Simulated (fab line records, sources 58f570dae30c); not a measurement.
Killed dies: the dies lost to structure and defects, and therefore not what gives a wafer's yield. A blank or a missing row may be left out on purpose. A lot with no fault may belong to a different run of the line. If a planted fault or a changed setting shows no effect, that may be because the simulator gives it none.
The tool behind it: which one? | flow berkeley_cmos170 | 14 lots, 42 wafers sampled, at 4 steps of a route of 331

## WHAT THE GAUGES READ, wafer by wafer
UCB170_START_BOW_MEAS_00.
lot  | measured    | on            | INCOMING_BOW (um)
L197 | day 1 10:02 | film_metro-04 | 6 10 -3
L199 | day 1 20:00 | film_metro-03 | -11 -8 -13
L200 | day 2 01:00 | film_metro-04 | 1 6 13
L201 | day 2 06:00 | film_metro-04 | 1 8 5
L202 | day 2 11:01 | film_metro-02 | -1 -1 -2
L203 | day 2 16:01 | film_metro-02 | 15 1 -7
L204 | day 2 21:01 | film_metro-02 | 2 -4 -1
L205 | day 3 02:00 | film_metro-04 | 1 3 -6
L208 | day 3 17:00 | film_metro-03 | -4 -10 2
L210 | day 4 03:01 | film_metro-02 | 1 -1 1
L211 | day 4 08:04 | film_metro-04 | 10 8 0
L215 | day 5 04:00 | film_metro-03 | -7 0 -8
L216 | day 5 09:00 | film_metro-04 | -9 -2 -10
L218 | day 5 19:00 | film_metro-03 | -1 -7 -18

UCB170_PFIELD_TW_MEAS_09.
lot  | measured    | on            | PFIELD_TW
L197 | day 4 21:52 | film_metro-03 | 597 596 595
L199 | day 5 15:49 | film_metro-02 | 604 602 599
L200 | day 5 15:32 | film_metro-03 | 596 595 593
L201 | day 5 22:59 | film_metro-02 | 602 603 600
L202 | day 5 22:43 | film_metro-01 | 607 606 606
L203 | day 6 05:55 | film_metro-01 | 603 603 600
L204 | day 6 06:10 | film_metro-02 | 606 604 604
L205 | day 6 17:55 | film_metro-03 | 601 598 601
L208 | day 7 20:56 | film_metro-03 | 593 598 597
L210 | day 8 02:19 | film_metro-02 | 519 520 521 518 520 525
L211 | day 8 02:36 | film_metro-02 | 521 520 518 519 518 516
L215 | day 9 04:23 | film_metro-02 | 608 605 608
L216 | day 9 12:47 | film_metro-01 | 601 601 604
L218 | day 9 22:04 | film_metro-02 | 606 607 607

UCB170_SDANNEAL_RS_MEAS_04: a four-point-probe measurement.
lot  | measured     | on            | PLDD_RS (ohm/sq)
L197 | day 8 14:53  | film_metro-02 | 1028 1029 1031
L199 | day 9 01:05  | film_metro-02 | 1033 1032 1032
L200 | day 9 01:05  | film_metro-03 | 1036 1038 1036
L201 | day 9 01:34  | film_metro-02 | 1026 1025 1029
L202 | day 9 01:20  | film_metro-04 | 1036 1032 1033
L203 | day 9 12:31  | film_metro-03 | 1036 1034 1034
L204 | day 9 12:52  | film_metro-04 | 1032 1033 1032
L205 | day 10 04:04 | film_metro-02 | 1028 1027 1025
L208 | day 10 17:46 | film_metro-02 | 1031 1030 1035
L210 | day 10 17:50 | film_metro-03 | 1033 1032 1035
L211 | day 10 18:47 | film_metro-02 | 1030 1031 1030
L215 | day 11 20:25 | film_metro-04 | 1034 1033 1034
L216 | day 12 08:22 | film_metro-02 | 1026 1028 1027
L218 | day 12 22:03 | film_metro-04 | 1033 1031 1034

## WHICH TOOL RAN EACH LOT (tool, then ch and the chambers of the sampled wafers, then the start)
lot  | UCB170_PFIELD_IMPLANT_07
L197 | implanter-02 ch 0, day 4 21:38
L199 | implanter-02 ch 0, day 5 15:34
L200 | implanter-04 ch 0, day 5 15:17
L201 | implanter-02 ch 0, day 5 22:44
L202 | implanter-04 ch 0, day 5 22:29
L203 | implanter-02 ch 0, day 6 05:41
L204 | implanter-04 ch 0, day 6 05:55
L205 | implanter-04 ch 0, day 6 17:40
L208 | implanter-04 ch 0, day 7 20:41
L210 | implanter-04 ch 0, day 8 02:04
L211 | implanter-04 ch 0, day 8 02:24
L215 | implanter-02 ch 0, day 9 04:08
L216 | implanter-01 ch 0, day 9 12:32
L218 | implanter-01 ch 0, day 9 21:49
- UCB170_PFIELD_IMPLANT_07

## AS READ BY THE TOOLS THEMSELVES (means over the sampled wafers that have a number; for cases with no such wafer, the mark the record gives instead)
UCB170_PFIELD_IMPLANT_07.
lot  | tool         | dose_ions_cm2 | faraday_current_uA
L197 | implanter-02 | 2.0036e+13    | 64.3
L199 | implanter-02 | 2.0038e+13    | 62.5
L200 | implanter-04 | 2.0023e+13    | 63.3
L201 | implanter-02 | 2.0007e+13    | 65.0
L202 | implanter-04 | 1.9985e+13    | 62.8
L203 | implanter-02 | 2.0012e+13    | 63.1
L204 | implanter-04 | 1.9979e+13    | 61.9
L205 | implanter-04 | 1.9993e+13    | 63.4
L208 | implanter-04 | 1.9992e+13    | 62.9
L210 | implanter-04 | 1.2682e+13    | 39.5
L211 | implanter-04 | 1.2668e+13    | 40.4
L215 | implanter-02 | 1.9978e+13    | 64.2
L216 | implanter-01 | 2.0019e+13    | 63.1
L218 | implanter-01 | 1.9988e+13    | 62.8

## THE ANSWER, worked out from the rows above alone
Rule: what is usual is taken from the lots themselves. Put in order of their means at a reading, lots are off if they are a third of the lots or fewer, leave a main group of 4 or more, and stand apart from it by a gap of 3 or more times the standard deviation of the main group's means; of several such gaps the widest counts. A main group is skipped when, at the precision printed for the reading in the tables above, its means are all equal. A lot without any number at a reading at which 4 lots or more have one is off too. All remaining lots with rows at the step are treated as sound. First the gauges in route order, then the tools' own readings, where a lot's mean is used as printed above. The first step at which some lot is off is used, and at that step the reading that is off furthest; a lot without a number counts as furthest.
Off: at UCB170_PFIELD_TW_MEAS_09 (PFIELD_TW), L210, L211. The main group has a mean of 602 with a standard deviation of 4.1.
A tool fits if, at a process step before that reading, it ran every lot that is off, and no sound lot after the first of them. The gauges at UCB170_PFIELD_TW_MEAS_09 aren't tried: what is off there is off at UCB170_PFIELD_IMPLANT_07 too, on other tools, and a gauge's error can't cause that. One fits: implanter-04 at UCB170_PFIELD_IMPLANT_07. Its last sound lot is L208 (day 7 20:41), its first lot that is off L210 (day 8 02:04): a fault that began between those two fits.
The tool's own readings at UCB170_PFIELD_IMPLANT_07 bear it out: on the lots that are off they differ by more than 5 times the standard deviation of the sound lots' means. dose_ions_cm2 reads 1.2675e+13 there against 2.0004e+13 on the sound lots; faraday_current_uA reads 40.0 there against 63.3 on the sound lots.

## WHAT HAD BEEN PUT IN BY THE SIMULATOR
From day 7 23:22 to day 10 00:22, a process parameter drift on implanter-04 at UCB170_PFIELD_IMPLANT_07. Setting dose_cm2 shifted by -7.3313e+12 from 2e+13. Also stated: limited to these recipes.
Struck lots among those shown: L210, L211. The rule given above showed the same thing.
